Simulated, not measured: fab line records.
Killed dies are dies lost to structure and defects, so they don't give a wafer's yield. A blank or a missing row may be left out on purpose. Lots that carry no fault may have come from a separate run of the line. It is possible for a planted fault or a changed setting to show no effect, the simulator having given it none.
Comparing a struck lot with a sound one || flow berkeley_cmos170 || 16 steps out of a route of 331
Sound: these wafers, L399.2, L399.3, L399.4. Wafers L407.3, L407.4, L407.5 were the ones struck. The cause is given at the end.
Each step with rows lists, per side, the tool, then ch with its chambers, then its first start. Under that, the readings that differ: sound wafers || struck wafers || difference of the means || sigmas: that difference in standard deviations of wafers without a fault.
alike: words and numbers the same on both sides, and readings whose means are apart by under 2 such deviations; not compared: readings that were withheld, readings missing a value for some wafer, numbers with overlapping values and no deviation given by the record, and bounds like >300 which may hide the same value.
A row with sigmas, a row that says differs or no value, or rows on one side alone: a step with any of these is where the two part. Numbers that have no deviation but don't overlap get no sigmas and don't part them. A reading missing from all wafers of one side parts the sides only when that side holds two or more wafers.

UCB170_NWELL_THK_MEAS_02:
  sound: film_metro-03 at day 2 21:26; struck: film_metro-03 at day 4 10:43
  alike: NWELL_OXIDE_THK
then, 2 steps without rows for these wafers: UCB170_NWELL_ANNEAL_03 (time 900 s); UCB170_NWELL_CVD_04 (deposits Si3N4 from SiH2Cl2/NH3, target thk 224 nm, time 3360 s).
UCB170_NWELL_THK_MEAS_05:
  sound: film_metro-01 at day 3 06:31; struck: film_metro-03 at day 4 19:21
  alike: NWELL_NITRIDE_THK
then, 6 steps without rows for these wafers: UCB170_NWELL_HMDS_06 (prime time 60 s); UCB170_NWELL_COAT_07 (resist thk 900 nm); UCB170_NWELL_SOFTBAKE_08 (time 60 s); UCB170_NWELL_EXPOSE_09 (exposes mask NWELL, target cd 3000 nm); UCB170_NWELL_PEB_10; UCB170_NWELL_DEVELOP_11 (develop time 45 s).
UCB170_NWELL_OVL_MEAS_12:
  sound: overlay-01 at day 3 07:47; struck: overlay-02 at day 4 20:25
  alike: NWELL_OVL
UCB170_NWELL_ETCH_13: etches Si3N4 in CH3F/Ar/O2, stops on SiO2, target depth 246.4 nm, time 154 s.
  sound on rie_diel-04 ch 1,2,3, day 3 07:49; struck on rie_diel-03 ch 2,3, day 4 20:26
  alike: drypump_motor_current_A, oes_product_au, throttle_valve_pct
  not compared: rf_hours_counter_h
UCB170_NWELL_IMPLANT_14:
  sound on implanter-03 ch 0, day 3 07:57; struck on implanter-02 ch 0, day 4 20:35
{"reading": "beam_energy_keV", "sound": "149.93 150.08 149.97", "struck": "202.44 202.50 202.50", "difference": "+52.49", "sigmas": "+99 or more"}
{"reading": "model.implant.rp_nm (nm)", "sound": "190.5 190.5 190.5", "struck": "249 249 249", "difference": "+58", "sigmas": ""}
{"reading": "model.implant.drp_nm (nm)", "sound": "62.72 62.72 62.72", "struck": "78.12 78.12 78.12", "difference": "+15.40", "sigmas": ""}
UCB170_NWELL_STRIP_15: strips in O2.
  sound on plasma_asher-01 ch 0,1, day 3 08:04; struck on plasma_asher-04 ch 0,1, day 4 20:43
  alike: drypump_motor_current_A, o2_flow_sccm, oes_product_au, strip_time_to_endpoint_s
  not compared: rf_hours_counter_h
UCB170_NWELL_TW_MEAS_16:
  sound: film_metro-01 at day 3 08:11; struck: film_metro-03 at day 4 21:03
{"reading": "NWELL_TW", "sound": "1267 1263 1255", "struck": "1330 1323 1330", "difference": "+66", "sigmas": "+7"}
  not compared: hold
-- the record jumps here: 7 days lie between the struck wafers' starts before and after (it left off in module NWELL and takes up again in module M3, whose first step shown is number 331 of the route) --
UCB170_M3_PROBE_99:
  only the struck wafers here have rows in the record (prober-02, day 11 14:00); the sound ones have none

== WHERE THEY PART ==
Earliest at UCB170_NWELL_IMPLANT_14; latest, in this record, at UCB170_M3_PROBE_99.

WHY: the cause the simulator had injected
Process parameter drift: implanter-02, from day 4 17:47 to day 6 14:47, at UCB170_NWELL_IMPLANT_14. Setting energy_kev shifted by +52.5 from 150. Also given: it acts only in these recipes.
